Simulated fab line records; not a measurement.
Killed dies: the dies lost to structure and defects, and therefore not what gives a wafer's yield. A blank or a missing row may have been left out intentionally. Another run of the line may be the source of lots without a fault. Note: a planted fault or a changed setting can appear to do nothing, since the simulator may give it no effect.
The same fault as seen by 2 desks | flow berkeley cmos170 | each desk has only its own numbers; what lay behind them comes last

FROM THE METROLOGY DESK
What the gauges read for every lot (on any tool): the sampled wafers with a number, averaged. If a lot's mean is further than 4 standard deviations from the usual mean, the lot is out of limits and carries the mark OUT (the distance appears in the brackets).
Columns: A = SPACER_TEOS_THK at UCB170_SPACER_THK_MEAS_01, usual 377 nm; B = CONTACT_PSG_THK at UCB170_CONTACT_THK_MEAS_02, usual 700 nm; C = V1_BOW at UCB170_V1_BOW_MEAS_03, usual 18 um; D = V2_POLISHED_THK at UCB170_V2_THK_MEAS_04, usual 1000.2 nm
lot  | first seen here | A   | B             | C  | D
L257 | day 7 19:47     | 377 | 712           | 15 | 1000.3
L260 | day 7 23:09     | 371 | 704           | 7  | 1000.5
L264 | day 9 11:15     | 374 | 570 (-19) OUT | 22 | 999.9
L265 | day 9 11:48     | 376 | 577 (-18) OUT | 15 | 1000.8
L263 | day 9 11:58     | 383 | 573 (-19) OUT | 19 | 999.7
L270 | day 10 13:14    | 377 | 704           | 14 | 1001.0
L272 | day 11 04:01    | 372 | 692           | 13 | 1000.8
L271 | day 11 04:01    | 382 | 706           | 22 | 1001.1
L274 | day 11 04:35    | 377 | 693           | 15 | 999.6
L275 | day 11 04:35    | 373 | 695           | 10 | 998.9
L276 | day 11 20:44    | 378 | 701           | 24 | 1000.6
L279 | day 11 21:03    | 376 | 700           | 9  | 1000.4
L278 | day 11 21:19    | 372 | 691           | 26 | 1000.3
L277 | day 11 21:48    | 377 | 701           | 21 | 999.6
L280 | day 12 13:43    | 372 | 703           | 17 | 999.8
Per this desk, out of limits: L263, L264, L265; the first was L263, day 10 01:44 (CONTACT_PSG_THK at UCB170_CONTACT_THK_MEAS_02). In limits: L257, L260, L270, L272, L271, L274, L275, L276, L279, L278, L277, L280.

TOOL OWNER'S DESK, lpcvd-01
The tool's own readings at UCB170_CONTACT_CVD_01 (deposits PSG from SiH4/O2/PH3, target thk 700 nm, time 2820 s): means of the sampled wafers that have a number, for each lot that ran on this tool. If a lot's mean is further than 4 standard deviations from the usual mean, the lot is out of limits and carries the mark OUT (the distance appears in the brackets).
Columns: A = sih4 flow sccm at UCB170_CONTACT_CVD_01, usual 59.98 sccm; B = susceptor temp C at UCB170_CONTACT_CVD_01, usual 450.00 C
lot  | first seen here | A                       | B
L257 | day 8 13:07     | 60.17                   | 449.97
L260 | day 8 13:07     | 59.95                   | 449.62
L263 | day 9 23:57     | 30.04 (-99 or more) OUT | 450.11
L264 | day 9 23:57     | 29.69 (-99 or more) OUT | 449.90
L265 | day 9 23:57     | 30.05 (-99 or more) OUT | 449.76
L276 | day 12 14:08    | 59.99                   | 449.82
L277 | day 12 14:08    | 60.21                   | 450.13
L278 | day 12 14:08    | 59.93                   | 449.93
L279 | day 12 14:08    | 60.07                   | 450.18
L280 | day 13 08:30    | 59.73                   | 450.05
This desk's finding: out of limits on L263, L264, L265; first on L263, day 9 23:57 (sih4 flow sccm at UCB170_CONTACT_CVD_01). In limits: L257, L260, L276, L277, L278, L279, L280.

TAKEN TOGETHER
The tool owner's desk could have raised an alarm at day 9 23:57, on L263, L264, L265.
L263, L264, L265 would have let the metrology desk raise an alarm at day 10 01:44.
UCB170_CONTACT_CVD_01 was run on lpcvd-01 by each of the lots named.

WHAT WAS PUT IN BY THE SIMULATOR
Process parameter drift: lpcvd-01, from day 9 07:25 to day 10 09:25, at UCB170_CONTACT_CVD_01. Setting sih4 flow sccm, moved by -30, from 60. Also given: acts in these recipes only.
Shown lots that were struck: L263, L264, L265.
Hours from the fault's start to each desk's first reading out of limits: the tool owner's desk, 17; the metrology desk, 18.
